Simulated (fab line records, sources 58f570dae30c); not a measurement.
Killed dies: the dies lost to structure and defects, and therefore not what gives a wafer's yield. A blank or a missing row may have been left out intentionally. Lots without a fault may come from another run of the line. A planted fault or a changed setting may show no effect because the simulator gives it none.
What tool caused it? | flow berkeleyCmos170 | 12 lots with 36 wafers sampled at 6 steps, on a route of 331 steps

== WHAT THE GAUGES READ, wafer by wafer ==
UCB170_SCREENOX_THK_MEAS_02. Usual: for SCREENOX_OXIDE_THK the level is 14.40 nm and the standard deviation is 0.22.
lot  | measured     | on           | SCREENOX_OXIDE_THK (nm) | flag
L610 | day 6 14:09  | filmMetro-02 | 14.41 14.45 14.65       | 
L617 | day 7 18:48  | filmMetro-03 | 14.25 14.57 14.43       | 
L621 | day 8 06:19  | filmMetro-03 | 14.77 14.73 14.66       | 
L625 | day 8 20:59  | filmMetro-02 | 14.65 14.61 14.83       | 
L624 | day 8 20:59  | filmMetro-01 | 14.33 14.41 14.43       | 
L629 | day 10 15:19 | filmMetro-01 | 14.36 14.38 14.33       | 
L628 | day 10 15:20 | filmMetro-02 | 14.87 14.47 14.71       | 
L630 | day 10 15:22 | filmMetro-03 | 14.33 14.56 14.07       | 
L627 | day 10 15:23 | filmMetro-01 | 14.27 14.18 14.42       | 
L631 | day 11 01:34 | filmMetro-03 | 14.76 14.58 14.56       | 
L632 | day 11 07:14 | filmMetro-02 | 14.26 14.34 14.43       | 
L633 | day 11 07:15 | filmMetro-03 | 14.66 14.53 14.41       | 

UCB170_FIELD_THK_MEAS_91. Usual: for FIELD_OXIDE_LEFT_2_THK the level is 355 nm and the standard deviation is 9.6.
lot  | measured     | on           | FIELD_OXIDE_LEFT_2_THK (nm) | flag
L610 | day 6 22:46  | filmMetro-02 | 346 351 346                 | 
L617 | day 8 06:35  | filmMetro-02 | 353 346 336                 | 
L621 | day 8 15:17  | filmMetro-03 | 353 356 362                 | 
L625 | day 9 04:44  | filmMetro-03 | 356 353 347                 | 
L624 | day 9 05:05  | filmMetro-03 | 355 357 358                 | 
L629 | day 11 02:34 | filmMetro-02 | 341 342 340                 | 
L628 | day 11 03:26 | filmMetro-03 | 350 369 359                 | 
L630 | day 11 03:07 | filmMetro-04 | 367 353 363                 | 
L627 | day 11 03:40 | filmMetro-04 | 351 357 358                 | 
L631 | day 11 10:23 | filmMetro-03 | 344 344 350                 | 
L632 | day 11 18:35 | filmMetro-02 | 373 370 352                 | 
L633 | day 11 18:19 | filmMetro-02 | 362 362 355                 | 

UCB170_GATE_OVL_MEAS_13. Usual: for GATE_OVL the level is -1 nm and the standard deviation is 4.9.
lot  | measured     | on         | GATE_OVL (nm) | flag
L610 | day 7 09:56  | overlay-01 | -4 7 -4       | 
L617 | day 8 21:55  | overlay-02 | 1 0 2         | 
L621 | day 9 03:43  | overlay-01 | -4 3 4        | 
L625 | day 10 03:22 | overlay-02 | -1 5 -6       | 
L624 | day 10 03:30 | overlay-02 | 10 -2 6       | 
L629 | day 11 21:29 | overlay-02 | -4 2 4        | 
L628 | day 11 21:17 | overlay-01 | -4 -4 -8      | 
L630 | day 11 21:02 | overlay-02 | -4 -10 -1     | 
L627 | day 11 21:38 | overlay-01 | 3 5 6         | 
L631 | day 12 08:56 | overlay-02 | -10 2 -13     | 
L632 | day 12 20:14 | overlay-02 | -10 -6 -1     | 
L633 | day 12 19:58 | overlay-02 | 9 6 7         | 

UCB170_PLDD_TW_MEAS_11. Usual: for PLDD_TW the level is 1005 and the standard deviation is 10.
lot  | measured     | on           | PLDD_TW                       | flag
L610 | day 7 12:07  | filmMetro-01 | 1003 1003 1002                | 
L617 | day 9 00:47  | filmMetro-02 | 1120 1124 1129 1128 1133 1124 | OFF
L621 | day 9 06:01  | filmMetro-03 | 1154 1147 1148 1149 1156 1151 | OFF
L625 | day 10 09:02 | filmMetro-01 | 1002 1002 1006                | 
L624 | day 10 09:17 | filmMetro-02 | 999 1001 1000                 | 
L629 | day 11 23:24 | filmMetro-03 | 1014 1018 1017                | 
L628 | day 11 23:16 | filmMetro-02 | 999 994 997                   | 
L630 | day 11 22:58 | filmMetro-03 | 1019 1018 1015                | 
L627 | day 11 23:40 | filmMetro-02 | 994 1002 998                  | 
L631 | day 12 10:59 | filmMetro-02 | 994 989 988                   | 
L632 | day 12 22:17 | filmMetro-02 | 995 990 995                   | 
L633 | day 12 21:53 | filmMetro-01 | 1003 1007 1003                | 

UCB170_SDANNEAL_RS_MEAS_04: a four-point-probe measurement. Usual: for PLDD_RS the level is 1031 ohm/sq and the standard deviation is 3.1.
lot  | measured     | on           | PLDD_RS (ohm/sq)        | flag
L610 | day 8 01:00  | filmMetro-03 | 1033 1034 1033          | 
L617 | day 9 20:52  | filmMetro-01 | 764 764 764 763 766 763 | OFF
L621 | day 9 21:07  | filmMetro-03 | 764 764 764 763 763 763 | OFF
L625 | day 10 23:05 | filmMetro-02 | 1032 1030 1030          | 
L624 | day 11 00:04 | filmMetro-01 | 1026 1030 1030          | 
L629 | day 12 21:23 | filmMetro-01 | 1034 1034 1032          | 
L628 | day 12 21:14 | filmMetro-03 | 1027 1028 1028          | 
L630 | day 12 21:08 | filmMetro-02 | 1031 1031 1032          | 
L627 | day 12 21:41 | filmMetro-02 | 1029 1031 1031          | 
L631 | day 13 02:32 | filmMetro-01 | 1028 1026 1026          | 
L632 | day 13 14:23 | filmMetro-01 | 1028 1030 1027          | 
L633 | day 13 14:10 | filmMetro-03 | 1033 1033 1030          | 

== EACH LOT AND THE TOOL THAT RAN IT (in order: tool; ch and the chambers of the sampled wafers; start) ==
lot  | UCB170_PLDD_IMPLANT_08
L610 | implanter-02 ch 0, day 7 11:43
L617 | implanter-02 ch 0, day 9 00:23
L621 | implanter-02 ch 0, day 9 05:37
L625 | implanter-03 ch 0, day 10 08:38
L624 | implanter-01 ch 0, day 10 08:53
L629 | implanter-03 ch 0, day 11 23:00
L628 | implanter-02 ch 0, day 11 22:53
L630 | implanter-01 ch 0, day 11 22:35
L627 | implanter-01 ch 0, day 11 23:17
L631 | implanter-02 ch 0, day 12 10:36
L632 | implanter-03 ch 0, day 12 21:53
L633 | implanter-02 ch 0, day 12 21:30
- UCB170_PLDD_IMPLANT_08

== AS READ BY THE TOOLS THEMSELVES (means over the sampled wafers that have a number; for cases with no such wafer, the mark the record gives instead) ==
UCB170_PLDD_IMPLANT_08. Usual: beamOnS 9.97 s, standard deviation 0.21; doseIonsCm2 4.999e+13, standard deviation 5.9e+10; faradayCurrentUA 159, standard deviation 3.3; tiltDeg 6.996 degrees, standard deviation 0.018.
lot  | tool         | beamOnS (s) | doseIonsCm2 | faradayCurrentUA | tiltDeg (degrees) | flag
L610 | implanter-02 | 9.93        | 4.993e+13   | 160              | 7.009             | 
L617 | implanter-02 | 16.17       | 9.770e+13   | 192              | 6.980             | OFF
L621 | implanter-02 | 15.77       | 9.765e+13   | 197              | 7.012             | OFF
L625 | implanter-03 | 10.18       | 5.001e+13   | 156              | 6.991             | 
L624 | implanter-01 | 9.91        | 5.002e+13   | 160              | 7.005             | 
L629 | implanter-03 | 9.92        | 4.994e+13   | 160              | 6.975             | 
L628 | implanter-02 | 9.89        | 5.010e+13   | 160              | 7.001             | 
L630 | implanter-01 | 10.05       | 5.002e+13   | 158              | 6.981             | 
L627 | implanter-01 | 9.68        | 4.987e+13   | 164              | 6.998             | 
L631 | implanter-02 | 10.02       | 5.003e+13   | 159              | 6.989             | 
L632 | implanter-03 | 10.11       | 5.001e+13   | 157              | 6.990             | 
L633 | implanter-02 | 10.02       | 5.000e+13   | 159              | 6.983             | 

== THE ANSWER, worked out from the rows above alone ==
Rule: take the mean of a lot's wafers that have a number; if it is more than 3 standard deviations from the usual mean, the lot is off. Also off: a lot with no number at a reading for which 4 or more lots have one. Where the step has rows for the other lots, those lots are counted as sound. The gauges are gone through in route order, then the tools' own readings, and for those a lot's mean is taken as printed above. At the first step where some lot is off, the reading lying furthest off is the one used; lots without a number count as furthest.
Off: L617, L621, seen at UCB170_PLDD_TW_MEAS_11 (PLDD_TW).
A tool fits if, at a process step before that reading, it ran every lot that is off, and no sound lot after the first of them. The gauges at UCB170_PLDD_TW_MEAS_11 aren't tried: what is off there is off at UCB170_PLDD_IMPLANT_08 too, on other tools, and a gauge's error can't cause that. No candidate that was tried fits.

== WHAT THE SIMULATOR PUT IN ==
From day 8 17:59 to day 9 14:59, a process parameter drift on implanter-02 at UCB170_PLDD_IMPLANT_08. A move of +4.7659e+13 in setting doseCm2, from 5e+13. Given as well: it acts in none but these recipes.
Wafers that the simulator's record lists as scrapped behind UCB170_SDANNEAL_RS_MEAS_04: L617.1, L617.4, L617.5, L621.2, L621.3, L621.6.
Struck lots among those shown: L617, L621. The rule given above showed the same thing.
